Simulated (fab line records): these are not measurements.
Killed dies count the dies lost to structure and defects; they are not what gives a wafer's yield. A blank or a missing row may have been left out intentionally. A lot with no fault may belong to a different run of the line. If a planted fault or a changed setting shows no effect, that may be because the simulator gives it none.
fab line records	flow berkeley_cmos170
record lots=6	wafers=18	last_day=12
route steps=331 shown BACKSIDE@199 SDANNEAL@204 PSD@206 NSD@207 PLDD@208 NLDD@209 SILICIDE@210
lots that met no fault: taken from a fault-free run of the same line
start_h: the number of hours between the record's first day and the start of the first shown wafer of the lot	wait_h: time in hours since the lot's previous step	" repeats the value in the row above	L1.1+2: a row that stands for several wafers	- no value, or no start was given	* or withheld: withheld	< > ~ a bound
route shown NAME@n: NAME is a module with steps in the file, n the number in the route of the first one	usual: the fault-free wafers' mean and standard deviation	same: alike in all rows	chamber/n: place in a boat	sites: readings site by site	_std_site: how widely they spread, as a standard deviation	_edge_site: outer sites' mean less inner sites'	radius_mm: how far each site lies from the wafer's centre	mask NAME#n: copy n	behind: the tool/chamber that last shaped the wafer	hold: why the lot was held/for how many hours/how that ended	device: transistor that didn't switch, given as n, p or np	end of line: the route-end tests of the same wafers	a step with no rows: only its recipe	killed: dies that structure and defects cost at the first sort, which is not the same as the wafer's yield	map: a wafer's dies, marking killed ones x, the rest . and places with no die _
set.NAME: the setting as run; set.NAME@STEP: as run at that earlier step	model.NAME: the simulator's own value behind a step, which no gauge read
lots at selected steps of the route; one table per step, one row per wafer
services: from which hour (start_h, from the record's first day; less than 0 if before it) a tool's chamber was out of use, for how many hours, and why
## steps
# step UCB170_BACKSIDE_HMDS_00
# recipe prime_time_s=60	prime_temp_c=100
# step UCB170_BACKSIDE_COAT_01
# recipe resist=KrF	spin_rpm=1500	resist_thk_nm=900
# step UCB170_BACKSIDE_SOFTBAKE_02
# recipe resist=KrF	temp_c=130	time_s=60
# step UCB170_BACKSIDE_STRIP_03
# recipe chemistry=O2	power_w=400	pressure_mtorr=3500	platen_temp_c=withheld	o2_flow_sccm=400	overash_fraction=0.5
# usual drypump_motor_current_A=5.6/0.33	oes_product_au=0.735/0.0048	strip_time_to_endpoint_s=21.98/0.069
# same overash_fraction=0.5
lot.wafer	tool	chamber	start_h	wait_h	drypump_motor_current_A	oes_product_au	rf_hours_counter_h	strip_time_to_endpoint_s
L114.2	plasma_asher-04	0	190.32	0.1	6.0	0.733	50	21.99
L114.4	"	1	"	"	6.3	0.735	-	22.01
L114.6	"	1	"	"	6.3	0.734	-	21.95
L118.1	plasma_asher-02	1	190.88	0.1	5.9	0.735	48	22.08
L118.3	"	0	"	"	5.1	0.725	-	22.05
L118.5	"	1	"	"	5.9	0.724	-	22.07
L126.1	plasma_asher-02	1	229.11	0.1	5.9	0.732	54	21.98
L126.4	"	0	"	"	5.1	0.732	-	22.04
L126.6	"	0	"	"	5.1	0.736	-	22.03
L128.1	plasma_asher-03	1	229.83	0.1	5.5	0.733	13	22.00
L128.4	"	0	"	"	5.5	0.725	-	22.00
L128.5	"	0	"	"	5.5	0.737	-	22.00
L127.1	plasma_asher-02	1	229.84	0.1	5.9	0.729	54	22.00
L127.3	"	0	"	"	5.1	0.733	-	22.06
L127.6	"	1	"	"	5.9	0.740	-	22.03
L129.4	plasma_asher-04	1	252.57	0.1	6.3	0.737	-	21.97
L129.5	"	0	"	"	6.0	0.739	-	22.03
L129.6	"	1	"	"	6.3	0.736	-	22.02
# step UCB170_BACKSIDE_CLEAN_04
# recipe chemistry=SPM	temp_c=120	time_s=600
# step UCB170_SDANNEAL_RTA_00
# recipe temp_c=900	time_s=10	ambient=N2
# usual chamber_o2_ppm=2.003/0.02	lamp_power_pct=23.5/0.87	wafer_temp_C_max=905.5/1.2
lot.wafer	tool	chamber	start_h	wait_h	chamber_o2_ppm	lamp_power_pct	wafer_temp_C_max
L114.2	rtp_anneal-01	0	190.61	0.0	1.998	24.4	905.6
L114.4	"	0	"	"	2.030	24.4	906.1
L114.6	"	0	"	"	1.997	24.3	906.6
L118.1	rtp_anneal-01	0	191.15	0.0	2.042	24.3	907.3
L118.3	"	0	"	"	2.029	24.3	905.6
L118.5	"	0	"	"	2.018	24.4	906.9
L126.1	rtp_anneal-02	0	229.38	0.0	1.974	22.6	904.2
L126.4	"	0	"	"	1.997	22.6	906.4
L126.6	"	0	"	"	1.983	22.6	904.8
L127.1	rtp_anneal-02	0	230.13	0.0	2.007	22.6	905.1
L127.3	"	0	"	"	2.027	22.6	904.8
L127.6	"	0	"	"	2.027	22.6	904.3
L128.1	rtp_anneal-01	0	230.13	0.0	1.984	24.3	905.1
L128.4	"	0	"	"	2.029	24.3	906.6
L128.5	"	0	"	"	2.014	24.4	906.5
L129.4	rtp_anneal-02	0	252.85	0.0	2.006	22.6	905.8
L129.5	"	0	"	"	2.022	22.6	904.2
L129.6	"	0	"	"	2.012	22.6	904.8
# step UCB170_SDANNEAL_RTA_01
# recipe temp_c=1050	time_s=5	ambient=N2
# usual chamber_o2_ppm=2.003/0.022	lamp_power_pct=36.2/1.3	wafer_temp_C_max=1056.3/1.4
lot.wafer	tool	chamber	start_h	wait_h	chamber_o2_ppm	lamp_power_pct	wafer_temp_C_max
L114.2	rtp_anneal-01	0	190.67	0.1	2.006	37.6	1056.3
L114.4	"	0	"	"	1.972	37.6	1055.8
L114.6	"	0	"	"	1.992	37.6	1056.8
L118.1	rtp_anneal-01	0	191.22	0.1	1.967	37.6	1057.8
L118.3	"	0	"	"	1.959	37.6	1058.0
L118.5	"	0	"	"	1.984	37.6	1057.1
L126.1	rtp_anneal-02	0	229.45	0.1	1.993	34.9	1055.9
L126.4	"	0	"	"	2.017	34.9	1055.3
L126.6	"	0	"	"	2.017	34.9	1055.5
L127.1	rtp_anneal-02	0	230.19	0.1	2.029	34.9	1056.6
L127.3	"	0	"	"	2.032	34.9	1056.1
L127.6	"	0	"	"	2.005	34.9	1057.1
L128.1	rtp_anneal-01	0	230.19	0.1	2.008	37.5	1054.9
L128.4	"	0	"	"	2.013	37.6	1055.4
L128.5	"	0	"	"	2.006	37.5	1056.8
L129.4	rtp_anneal-02	0	252.92	0.1	1.993	34.9	1055.5
L129.5	"	0	"	"	2.032	34.9	1054.4
L129.6	"	0	"	"	2.033	34.9	1053.8
# step UCB170_SDANNEAL_RS_MEAS_02
# recipe thk_meas_gauge=four-point-probe
# usual PSD_RS=75.7/0.3
lot.wafer	tool	chamber	start_h	wait_h	PSD_RS[ohm/sq]
L114.2	film_metro-03	-	190.83	0.1	75.6
L114.4	"	-	"	"	75.7
L114.6	"	-	"	"	75.9
L118.1	film_metro-01	-	191.28	0.0	75.4
L118.3	"	-	"	"	75.1
L118.5	"	-	"	"	75.6
L126.1	film_metro-01	-	229.51	0.0	75.0
L126.4	"	-	"	"	74.9
L126.6	"	-	"	"	75.1
L127.1	film_metro-03	-	230.25	0.0	75.5
L127.3	"	-	"	"	75.7
L127.6	"	-	"	"	75.6
L128.1	film_metro-01	-	230.25	0.0	76.0
L128.4	"	-	"	"	75.9
L128.5	"	-	"	"	76.0
L129.4	film_metro-04	-	253.00	0.1	75.2
L129.5	"	-	"	"	75.7
L129.6	"	-	"	"	75.1
# step UCB170_SDANNEAL_RS_MEAS_03
# recipe thk_meas_gauge=four-point-probe
# usual NSD_RS=37.31/0.081
lot.wafer	tool	chamber	start_h	wait_h	NSD_RS[ohm/sq]
L114.2	film_metro-03	-	190.95	0.1	37.24
L114.4	"	-	"	"	37.20
L114.6	"	-	"	"	37.07
L118.1	film_metro-01	-	191.40	0.1	37.30
L118.3	"	-	"	"	37.35
L118.5	"	-	"	"	37.33
L126.1	film_metro-01	-	229.63	0.1	37.40
L126.4	"	-	"	"	37.29
L126.6	"	-	"	"	37.29
L127.1	film_metro-03	-	230.37	0.1	37.26
L127.3	"	-	"	"	37.30
L127.6	"	-	"	"	37.25
L128.1	film_metro-01	-	230.37	0.1	37.33
L128.4	"	-	"	"	37.43
L128.5	"	-	"	"	37.55
L129.4	film_metro-04	-	253.12	0.1	37.23
L129.5	"	-	"	"	37.22
L129.6	"	-	"	"	37.18
# step UCB170_SDANNEAL_RS_MEAS_04
# recipe thk_meas_gauge=four-point-probe
# usual PLDD_RS=1032/3.2
lot.wafer	tool	chamber	start_h	wait_h	PLDD_RS[ohm/sq]
L114.2	film_metro-03	-	191.07	0.1	1028
L114.4	"	-	"	"	1030
L114.6	"	-	"	"	1030
L118.1	film_metro-01	-	191.52	0.1	1036
L118.3	"	-	"	"	1039
L118.5	"	-	"	"	1038
L126.1	film_metro-01	-	229.75	0.1	1032
L126.4	"	-	"	"	1033
L126.6	"	-	"	"	1030
L127.1	film_metro-03	-	230.49	0.1	1028
L127.3	"	-	"	"	1030
L127.6	"	-	"	"	1030
L128.1	film_metro-01	-	230.49	0.1	1035
L128.4	"	-	"	"	1033
L128.5	"	-	"	"	1035
L129.4	film_metro-04	-	253.24	0.1	1032
L129.5	"	-	"	"	1029
L129.6	"	-	"	"	1030
# step UCB170_SDANNEAL_RS_MEAS_05
# recipe thk_meas_gauge=four-point-probe
# usual NLDD_RS=617.0/1.7
lot.wafer	tool	chamber	start_h	wait_h	NLDD_RS[ohm/sq]
L114.2	film_metro-03	-	191.19	0.1	614.8
L114.4	"	-	"	"	615.5
L114.6	"	-	"	"	613.5
L118.1	film_metro-01	-	191.64	0.1	616.8
L118.3	"	-	"	"	615.6
L118.5	"	-	"	"	616.8
L126.1	film_metro-01	-	229.87	0.1	617.7
L126.4	"	-	"	"	618.2
L126.6	"	-	"	"	619.0
L127.1	film_metro-03	-	230.61	0.1	617.3
L127.3	"	-	"	"	616.7
L127.6	"	-	"	"	617.7
L128.1	film_metro-01	-	230.61	0.1	618.2
L128.4	"	-	"	"	617.8
L128.5	"	-	"	"	617.0
L129.4	film_metro-04	-	253.36	0.1	615.8
L129.5	"	-	"	"	615.0
L129.6	"	-	"	"	618.3
# step UCB170_SILICIDE_PRE_CLEAN_00
# recipe gas=Ar	preclean_etch_time_s=60
# step UCB170_SILICIDE_SPUTTER_01
# recipe material=Ti	target_thk_nm=30	time_s=25	power_w=1500	chamber_pressure_pa=0.5
# usual cathode_dc_power_W=1500.0/0.27	chamber_pressure_pa=0.4999/0.001	throttle_valve_pct=30.1/1.1
lot.wafer	tool	chamber	start_h	wait_h	cathode_dc_power_W	chamber_pressure_pa	throttle_valve_pct
L114.2	pvd_sputter-03	-	191.36	0.0	-	-	-
L114.4	"	-	"	"	-	-	-
L114.6	"	-	"	"	-	-	-
L118.1	pvd_sputter-01	-	191.82	0.0	-	-	-
L118.3	"	-	"	"	-	-	-
L118.5	"	-	"	"	-	-	-
L126.1	pvd_sputter-04	-	230.05	0.0	1500.0	0.4999	29.4
L126.4	"	-	"	"	1499.9	0.5003	29.6
L126.6	"	-	"	"	1499.6	0.4998	29.3
L127.1	pvd_sputter-03	-	230.80	0.0	1500.3	0.4979	30.0
L127.3	"	-	"	"	1499.8	0.5009	30.7
L127.6	"	-	"	"	1499.9	0.4970	29.8
L128.1	pvd_sputter-04	-	230.80	0.0	1500.0	0.4999	29.4
L128.4	"	-	"	"	1499.9	0.5008	30.1
L128.5	"	-	"	"	1499.9	0.5008	29.1
L129.4	pvd_sputter-01	-	253.49	0.0	1500.0	0.4993	29.4
L129.5	"	-	"	"	1500.0	0.4995	33.0
L129.6	"	-	"	"	1500.1	0.4994	28.1
# step UCB170_SILICIDE_RS_MEAS_02
# recipe thk_meas_gauge=four-point-probe	reads=Ti_of_SILICIDE_SPUTTER_01
# usual SILICIDE_TI_RS=26.1/0.34
lot.wafer	tool	chamber	start_h	wait_h	SILICIDE_TI_RS[ohm/sq]
L114.2	film_metro-02	-	191.41	0.0	-
L114.4	"	-	"	"	-
L114.6	"	-	"	"	-
L118.1	film_metro-02	-	191.85	0.0	-
L118.3	"	-	"	"	-
L118.5	"	-	"	"	-
L126.1	film_metro-02	-	230.08	0.0	25.6
L126.4	"	-	"	"	25.6
L126.6	"	-	"	"	26.0
L127.1	film_metro-03	-	230.83	0.0	26.2
L127.3	"	-	"	"	26.5
L127.6	"	-	"	"	26.2
L128.1	film_metro-02	-	230.83	0.0	26.6
L128.4	"	-	"	"	26.5
L128.5	"	-	"	"	26.4
L129.4	film_metro-02	-	253.58	0.1	26.1
L129.5	"	-	"	"	26.2
L129.6	"	-	"	"	26.1
# step UCB170_SILICIDE_THK_MEAS_03
# recipe thk_meas_gauge=xrf	reads=Ti_of_SILICIDE_SPUTTER_01
# usual SILICIDE_TI_THK=30.0/0.37
lot.wafer	tool	chamber	start_h	wait_h	SILICIDE_TI_THK[nm]
L114.2	film_metro-02	-	191.52	0.1	<0.0
L114.4	"	-	"	"	<0.0
L114.6	"	-	"	"	<0.0
L118.1	film_metro-02	-	191.97	0.1	<0.0
L118.3	"	-	"	"	<0.0
L118.5	"	-	"	"	<0.0
L126.1	film_metro-02	-	230.20	0.1	30.4
L126.4	"	-	"	"	30.6
L126.6	"	-	"	"	30.1
L127.1	film_metro-03	-	230.95	0.1	29.9
L127.3	"	-	"	"	29.7
L127.6	"	-	"	"	29.8
L128.1	film_metro-02	-	230.95	0.1	29.7
L128.4	"	-	"	"	29.7
L128.5	"	-	"	"	30.0
L129.4	film_metro-02	-	253.67	0.1	29.9
L129.5	"	-	"	"	30.1
L129.6	"	-	"	"	30.0
# step UCB170_SILICIDE_RTA_04
# recipe temp_c=650	time_s=15	ambient=N2
# usual chamber_o2_ppm=1.999/0.022	lamp_power_pct=10.0/0.37	wafer_temp_C_max=653.9/0.98
lot.wafer	tool	chamber	start_h	wait_h	chamber_o2_ppm	lamp_power_pct	wafer_temp_C_max
L114.2	rtp_anneal-01	0	191.58	0.1	1.983	10.4	654.7
L114.4	"	0	"	"	1.996	10.4	654.6
L114.6	"	0	"	"	1.954	10.4	654.9
L118.1	rtp_anneal-01	0	192.03	0.1	2.021	10.4	654.4
L118.3	"	0	"	"	1.987	10.5	653.5
L118.5	"	0	"	"	2.000	10.4	653.7
L126.1	rtp_anneal-01	0	230.26	0.1	2.020	10.4	655.5
L126.4	"	0	"	"	1.998	10.4	654.7
L126.6	"	0	"	"	1.988	10.4	655.4
L127.1	rtp_anneal-01	0	231.01	0.1	2.028	10.4	653.8
L127.3	"	0	"	"	1.975	10.4	654.2
L127.6	"	0	"	"	2.008	10.4	655.9
L128.1	rtp_anneal-02	0	231.01	0.1	2.031	9.7	654.5
L128.4	"	0	"	"	2.010	9.7	652.2
L128.5	"	0	"	"	2.028	9.7	653.6
L129.4	rtp_anneal-01	0	253.74	0.1	1.986	10.4	653.9
L129.5	"	0	"	"	1.983	10.4	653.9
L129.6	"	0	"	"	2.025	10.4	654.6
## services
tool	chamber	start_h	hours	kind
plasma_asher-04	-	190.74	28.1	pm
plasma_asher-03	-	191.66	4.7	repair
pvd_sputter-01	3	204.91	-	consumable_replace:kit
pvd_sputter-01	3	204.91	18.0	scheduled_down
pvd_sputter-01	3	204.91	18.0	vent_cycle
pvd_sputter-03	-	217.23	2.0	repair
## key
first_sign step=UCB170_SILICIDE_SPUTTER_01	reading=tool_record	direction=missing
effect step=UCB170_SILICIDE_RS_MEAS_02	reading=SILICIDE_TI_RS	direction=missing
effect step=UCB170_SILICIDE_THK_MEAS_03	reading=SILICIDE_TI_THK	direction=down	sigmas=81	usual=30.0	struck=<0.0
met_at UCB170_SILICIDE_SPUTTER_01
struck_wafers L114.2,L114.4,L114.6,L118.1,L118.3,L118.5
later_rows_left_out L114.2,L114.4,L114.6,L118.1,L118.3,L118.5
sort_left_out L114.2,L114.4,L114.6,L118.1,L118.3,L118.5
tester_left_out L114,L118
fault kind=skipped_step_whole	tool=pvd_sputter-01,pvd_sputter-03	chamber=-	onset_h=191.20	steps=UCB170_SILICIDE_SPUTTER_01	scope=struck_lots_only
# tester_left_out: of these lots the tester's yield and bins aren't shown, on N5 and GAA mostly nor the transistor test; their killed dies are dies lost to structure and defects alone, not to doping, threshold or leakage, so they don't give the yield
# sort_left_out: the simulated sort isn't trusted on such a fault, so these wafers' sort isn't shown, and their yield isn't known
# later_rows_left_out: the simulator's readings of these wafers behind a module that went badly wrong aren't trusted and aren't shown, but for the sort
